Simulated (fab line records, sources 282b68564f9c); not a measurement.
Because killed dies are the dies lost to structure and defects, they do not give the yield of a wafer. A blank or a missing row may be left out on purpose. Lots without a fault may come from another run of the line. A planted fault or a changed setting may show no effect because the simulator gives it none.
Comparing a struck lot with a sound one -- flow rit cmos -- 15 steps out of a route of 202
Sound: the wafers L584.1, L584.3, L584.6. The struck wafers were L597.1, L597.4, L597.5. At the end, the cause is stated.
Per side, at each step with rows, come the tool, then ch with its chambers, and then its first start. Under that, the readings that differ: sound wafers -- struck wafers -- difference of the means -- sigmas: that difference in standard deviations of wafers without a fault.
alike: readings with means less than 2 such deviations apart, plus words and numbers identical on both sides. not compared: withheld readings, readings lacking a value on some wafer, bounds such as >300 that could conceal the same value, and numbers that have no deviation in the record and whose values overlap.
A row with sigmas, a row that says differs or no value, or rows on one side alone: a step with any of these is where the two part. Numbers that have no deviation but don't overlap get no sigmas and don't part them. A reading missing from all wafers of one side parts the sides only when that side holds two or more wafers.

RIT_ACTIVE_THK_MEAS_04:
  sound on film metro-01, day 2 04:32; struck on film metro-03, day 4 21:32
  alike: ACTIVE_NITRIDE_THK
then, 6 steps without rows for these wafers: RIT_ACTIVE_HMDS_05 (prime time 60 s); RIT_ACTIVE_COAT_06 (resist thk 1000 nm); RIT_ACTIVE_SOFTBAKE_07 (time 60 s); RIT_ACTIVE_EXPOSE_08 (exposes mask M1, target cd 1400 nm); RIT_ACTIVE_PEB_09; RIT_ACTIVE_DEVELOP_10 (develop time 51.44 s).
RIT_ACTIVE_CD_MEAS_11: the cd target is 1400 nm.
  sound on cd sem-02, day 2 05:34; struck on cd sem-02, day 4 22:47
  alike: cd nm
then, 1 step without rows for these wafers: RIT_ACTIVE_HARDBAKE_12 (time 60 s).
RIT_ACTIVE_ETCH_13: etches Si3N4 in SF6, stops on SiO2, time 210 s, target depth 210 nm.
  sound on rie diel-02 ch 0,2, day 2 05:50; struck on rie diel-01 ch 1,2,3, day 4 23:04
  alike: drypump motor current A, oes product au, rf fwd power W, throttle valve pct
  not compared: rf hours counter h
RIT_ACTIVE_STRIP_14: strips in O2, time 180 s.
  sound on plasma asher-04 ch 0,1, day 2 05:58; struck on plasma asher-02 ch 0,1, day 4 23:11
  alike: drypump motor current A
  not compared: rf hours counter h
RIT_ACTIVE_CD_MEAS_90: the cd target is 1400 nm.
  sound on cd sem-02, day 2 06:08; struck on cd sem-02, day 4 23:22
  alike: cd nm
RIT_ACTIVE_CLEAN_15: cleans in SC1, time 600 s.
  sound on wet bench-04 ch 1, day 2 06:16; struck on wet bench-02 ch 3, day 4 23:29
reading,sound,struck,difference,sigmas
run length s (s),633 633 633,653 653 653,+20,+5
then, 1 step without rows for these wafers: RIT_ACTIVE_CLEAN_16 (cleans in dHF, time 30 s).
RIT_M1_PROBE_99:
  sound on prober-01, day 4 04:29; struck on prober-02, day 6 20:12
  alike: killed_at_M0_to_M3, killed at contacts, killed at front end, killed dies, killed open, killed short

== WHERE THEY PART ==
Within this record, at RIT_ACTIVE_CLEAN_15 only. Later steps at which nothing parts them and some readings are alike: RIT_M1_PROBE_99.

WHY: whatever the simulator had introduced
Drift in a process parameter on wet bench-02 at RIT_ACTIVE_CLEAN_15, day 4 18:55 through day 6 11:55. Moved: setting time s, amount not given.
